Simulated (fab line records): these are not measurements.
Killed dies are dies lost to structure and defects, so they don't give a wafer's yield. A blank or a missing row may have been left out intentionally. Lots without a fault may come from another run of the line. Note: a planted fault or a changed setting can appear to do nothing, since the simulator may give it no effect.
What tool caused it? / flow berkeleyCmos170 / Sampling: 14 lots, 42 wafers, 4 of 331 route steps

WHAT THE GAUGES SHOWED, per wafer
UCB170_PLDD_CD_MEAS_06: target cd 1200 nm.
lot=L643; measured=day 7 11:34; on=cdSem-01; cdNm (nm)=1202.1 1201.3 1200.7
lot=L644; measured=day 7 11:19; on=cdSem-01; cdNm (nm)=1200.2 1200.9 1199.4
lot=L645; measured=day 7 11:53; on=cdSem-02; cdNm (nm)=1200.6 1202.3 1202.6
lot=L646; measured=day 8 10:38; on=cdSem-02; cdNm (nm)=1200.1 1200.8 1200.8
lot=L655; measured=day 9 05:28; on=cdSem-02; cdNm (nm)=1199.7 1198.7 1198.4
lot=L656; measured=day 10 08:32; on=cdSem-02; cdNm (nm)=1200.4 1200.1 1202.1
lot=L658; measured=day 10 08:28; on=cdSem-01; cdNm (nm)=1200.1 1199.4 1198.1
lot=L659; measured=day 11 02:37; on=cdSem-01; cdNm (nm)=1199.7 1198.8 1200.6
lot=L661; measured=day 11 22:43; on=cdSem-01; cdNm (nm)=1198.4 1198.0 1197.8
lot=L663; measured=day 11 22:26; on=cdSem-01; cdNm (nm)=1199.6 1198.3 1198.8
lot=L665; measured=day 12 21:43; on=cdSem-01; cdNm (nm)=1201.6 1198.7 1199.7
lot=L666; measured=day 12 21:20; on=cdSem-01; cdNm (nm)=1200.8 1199.3 1200.8

TOOL THAT RAN EACH LOT (tool first, then ch and the chambers of the sampled wafers, then the start)
lot=L643; UCB170_NWELL_CVD_04=lpcvd-01 ch 1, day 2 11:53; UCB170_PVT_STRIP_08=plasmaAsher-03 ch 0,1, day 6 22:32; UCB170_GATE_ETCH_14=rieDiel-02 ch 1,2,3, day 7 09:58
lot=L644; UCB170_NWELL_CVD_04=lpcvd-02 ch 1, day 2 17:14; UCB170_PVT_STRIP_08=plasmaAsher-03 ch 0,1, day 6 21:55; UCB170_GATE_ETCH_14=rieDiel-03 ch 2,3, day 7 09:44
lot=L645; UCB170_NWELL_CVD_04=lpcvd-02 ch 1, day 3 03:14; UCB170_PVT_STRIP_08=plasmaAsher-01 ch 0,1, day 6 22:15; UCB170_GATE_ETCH_14=rieDiel-03 ch 0,1, day 7 10:13
lot=L646; UCB170_NWELL_CVD_04=lpcvd-02 ch 0, day 3 10:09; UCB170_PVT_STRIP_08=plasmaAsher-03 ch 0,1, day 7 17:18; UCB170_GATE_ETCH_14=rieDiel-02 ch 0,2, day 8 08:58
lot=L651; UCB170_NWELL_CVD_04=lpcvd-02 ch 1, day 4 07:54; UCB170_PVT_STRIP_08=-; UCB170_GATE_ETCH_14=-
lot=L652; UCB170_NWELL_CVD_04=lpcvd-02 ch 1, day 4 07:54; UCB170_PVT_STRIP_08=-; UCB170_GATE_ETCH_14=-
lot=L655; UCB170_NWELL_CVD_04=lpcvd-01 ch 1, day 4 17:44; UCB170_PVT_STRIP_08=plasmaAsher-03 ch 0,1, day 8 14:40; UCB170_GATE_ETCH_14=rieDiel-02 ch 0,2,3, day 9 03:30
lot=L656; UCB170_NWELL_CVD_04=lpcvd-02 ch 1, day 5 01:37; UCB170_PVT_STRIP_08=plasmaAsher-03 ch 0,1, day 9 05:20; UCB170_GATE_ETCH_14=rieDiel-03 ch 1,2,3, day 10 03:52
lot=L658; UCB170_NWELL_CVD_04=lpcvd-02 ch 0, day 5 01:37; UCB170_PVT_STRIP_08=plasmaAsher-03 ch 0,1, day 9 04:31; UCB170_GATE_ETCH_14=rieDiel-01 ch 0,1,3, day 10 03:25
lot=L659; UCB170_NWELL_CVD_04=lpcvd-01 ch 1, day 5 21:20; UCB170_PVT_STRIP_08=plasmaAsher-02 ch 0,1, day 10 09:05; UCB170_GATE_ETCH_14=rieDiel-03 ch 0,1, day 11 00:25
lot=L661; UCB170_NWELL_CVD_04=lpcvd-02 ch 1, day 6 03:11; UCB170_PVT_STRIP_08=plasmaAsher-03 ch 0,1, day 11 03:06; UCB170_GATE_ETCH_14=rieDiel-03 ch 1,3, day 11 21:18
lot=L663; UCB170_NWELL_CVD_04=lpcvd-02 ch 1, day 6 09:40; UCB170_PVT_STRIP_08=plasmaAsher-02 ch 0, day 11 02:53; UCB170_GATE_ETCH_14=rieDiel-01 ch 0,1, day 11 21:04
lot=L665; UCB170_NWELL_CVD_04=lpcvd-02 ch 0, day 7 01:35; UCB170_PVT_STRIP_08=plasmaAsher-03 ch 0,1, day 11 18:21; UCB170_GATE_ETCH_14=rieDiel-01 ch 1,2,3, day 12 20:16
lot=L666; UCB170_NWELL_CVD_04=lpcvd-02 ch 0, day 7 01:35; UCB170_PVT_STRIP_08=plasmaAsher-01 ch 0,1, day 11 18:05; UCB170_GATE_ETCH_14=rieDiel-02 ch 1,2,3, day 12 19:59
- UCB170_NWELL_CVD_04: deposits Si3N4 from SiH2Cl2/NH3, target thk 224 nm, time 3360 s.
- UCB170_PVT_STRIP_08: strips in O2.
- UCB170_GATE_ETCH_14: etches BARC in N2/H2.

AS READ BY THE TOOLS THEMSELVES (means over the sampled wafers that have a number; for cases with no such wafer, the mark the record gives instead)
UCB170_NWELL_CVD_04.
lot=L643; tool=lpcvd-01; nh3FlowSccm (sccm)=75.12; pressureMtorr (mTorr)=199.5
lot=L644; tool=lpcvd-02; nh3FlowSccm (sccm)=74.84; pressureMtorr (mTorr)=199.9
lot=L645; tool=lpcvd-02; nh3FlowSccm (sccm)=75.50; pressureMtorr (mTorr)=199.9
lot=L646; tool=lpcvd-02; nh3FlowSccm (sccm)=75.05; pressureMtorr (mTorr)=200.3
lot=L651; tool=lpcvd-02; nh3FlowSccm (sccm)=-; pressureMtorr (mTorr)=-
lot=L652; tool=lpcvd-02; nh3FlowSccm (sccm)=-; pressureMtorr (mTorr)=-
lot=L655; tool=lpcvd-01; nh3FlowSccm (sccm)=75.17; pressureMtorr (mTorr)=200.2
lot=L656; tool=lpcvd-02; nh3FlowSccm (sccm)=75.02; pressureMtorr (mTorr)=199.7
lot=L658; tool=lpcvd-02; nh3FlowSccm (sccm)=74.86; pressureMtorr (mTorr)=200.1
lot=L659; tool=lpcvd-01; nh3FlowSccm (sccm)=74.86; pressureMtorr (mTorr)=199.8
lot=L661; tool=lpcvd-02; nh3FlowSccm (sccm)=74.93; pressureMtorr (mTorr)=200.1
lot=L663; tool=lpcvd-02; nh3FlowSccm (sccm)=75.05; pressureMtorr (mTorr)=200.5
lot=L665; tool=lpcvd-02; nh3FlowSccm (sccm)=74.71; pressureMtorr (mTorr)=199.8
lot=L666; tool=lpcvd-02; nh3FlowSccm (sccm)=75.17; pressureMtorr (mTorr)=199.5

UCB170_PVT_STRIP_08.
lot=L643; tool=plasmaAsher-03; drypumpMotorCurrentA (A)=5.5; oesProductAu (a.u.)=0.732; stripTimeToEndpointS (s)=21.56
lot=L644; tool=plasmaAsher-03; drypumpMotorCurrentA (A)=5.5; oesProductAu (a.u.)=0.735; stripTimeToEndpointS (s)=21.53
lot=L645; tool=plasmaAsher-01; drypumpMotorCurrentA (A)=6.3; oesProductAu (a.u.)=0.735; stripTimeToEndpointS (s)=21.57
lot=L646; tool=plasmaAsher-03; drypumpMotorCurrentA (A)=5.5; oesProductAu (a.u.)=0.731; stripTimeToEndpointS (s)=21.58
lot=L655; tool=plasmaAsher-03; drypumpMotorCurrentA (A)=5.2; oesProductAu (a.u.)=0.737; stripTimeToEndpointS (s)=21.50
lot=L656; tool=plasmaAsher-03; drypumpMotorCurrentA (A)=5.5; oesProductAu (a.u.)=0.735; stripTimeToEndpointS (s)=21.56
lot=L658; tool=plasmaAsher-03; drypumpMotorCurrentA (A)=5.5; oesProductAu (a.u.)=0.736; stripTimeToEndpointS (s)=21.67
lot=L659; tool=plasmaAsher-02; drypumpMotorCurrentA (A)=6.1; oesProductAu (a.u.)=0.739; stripTimeToEndpointS (s)=21.56
lot=L661; tool=plasmaAsher-03; drypumpMotorCurrentA (A)=5.5; oesProductAu (a.u.)=0.736; stripTimeToEndpointS (s)=21.68
lot=L663; tool=plasmaAsher-02; drypumpMotorCurrentA (A)=6.3; oesProductAu (a.u.)=0.729; stripTimeToEndpointS (s)=21.58
lot=L665; tool=plasmaAsher-03; drypumpMotorCurrentA (A)=5.2; oesProductAu (a.u.)=0.730; stripTimeToEndpointS (s)=21.63
lot=L666; tool=plasmaAsher-01; drypumpMotorCurrentA (A)=6.3; oesProductAu (a.u.)=0.735; stripTimeToEndpointS (s)=21.62

UCB170_GATE_ETCH_14.
lot=L643; tool=rieDiel-02; drypumpMotorCurrentA (A)=5.4; oesProductAu (a.u.)=1.007; throttleValvePct (%)=13.38
lot=L644; tool=rieDiel-03; drypumpMotorCurrentA (A)=6.4; oesProductAu (a.u.)=0.989; throttleValvePct (%)=13.37
lot=L645; tool=rieDiel-03; drypumpMotorCurrentA (A)=5.4; oesProductAu (a.u.)=0.982; throttleValvePct (%)=13.30
lot=L646; tool=rieDiel-02; drypumpMotorCurrentA (A)=5.4; oesProductAu (a.u.)=1.011; throttleValvePct (%)=13.34
lot=L655; tool=rieDiel-02; drypumpMotorCurrentA (A)=5.5; oesProductAu (a.u.)=1.003; throttleValvePct (%)=13.22
lot=L656; tool=rieDiel-03; drypumpMotorCurrentA (A)=5.9; oesProductAu (a.u.)=0.988; throttleValvePct (%)=13.38
lot=L658; tool=rieDiel-01; drypumpMotorCurrentA (A)=6.2; oesProductAu (a.u.)=0.981; throttleValvePct (%)=13.22
lot=L659; tool=rieDiel-03; drypumpMotorCurrentA (A)=5.8; oesProductAu (a.u.)=0.997; throttleValvePct (%)=13.23
lot=L661; tool=rieDiel-03; drypumpMotorCurrentA (A)=5.7; oesProductAu (a.u.)=0.967; throttleValvePct (%)=13.34
lot=L663; tool=rieDiel-01; drypumpMotorCurrentA (A)=5.7; oesProductAu (a.u.)=0.976; throttleValvePct (%)=13.20
lot=L665; tool=rieDiel-01; drypumpMotorCurrentA (A)=6.1; oesProductAu (a.u.)=1.004; throttleValvePct (%)=13.31
lot=L666; tool=rieDiel-02; drypumpMotorCurrentA (A)=5.4; oesProductAu (a.u.)=1.003; throttleValvePct (%)=13.38

THE ANSWER, worked out from the rows above alone
Rule: usual is defined by the lots themselves. Put in order of their means at a reading, lots are off if they are a third of the lots or fewer, leave a main group of 4 or more, and stand apart from it by a gap of 3 or more times the standard deviation of the main group's means; of several such gaps the widest counts. A main group is skipped when, at the precision printed for the reading in the tables above, its means are all equal. Also off: a lot with no number at a reading for which 4 or more lots have one. Where the step has rows for the other lots, those lots are counted as sound. After the gauges, taken in route order, come the tools' own readings; for these a lot's mean is taken, as printed above. The first step at which some lot is off is used, and at that step the reading that is off furthest; a lot without a number counts as furthest.
Off: L651, L652 (UCB170_NWELL_CVD_04, nh3FlowSccm). Without a number there: L651, L652. Mean 75.02 sccm and standard deviation 0.2 in the main group.
A tool fits if, at that step or a process step before it, it ran every lot that is off, and no sound lot after the first of them. Not one of the candidates tried fits.

WHAT THE SIMULATOR HAD INSERTED
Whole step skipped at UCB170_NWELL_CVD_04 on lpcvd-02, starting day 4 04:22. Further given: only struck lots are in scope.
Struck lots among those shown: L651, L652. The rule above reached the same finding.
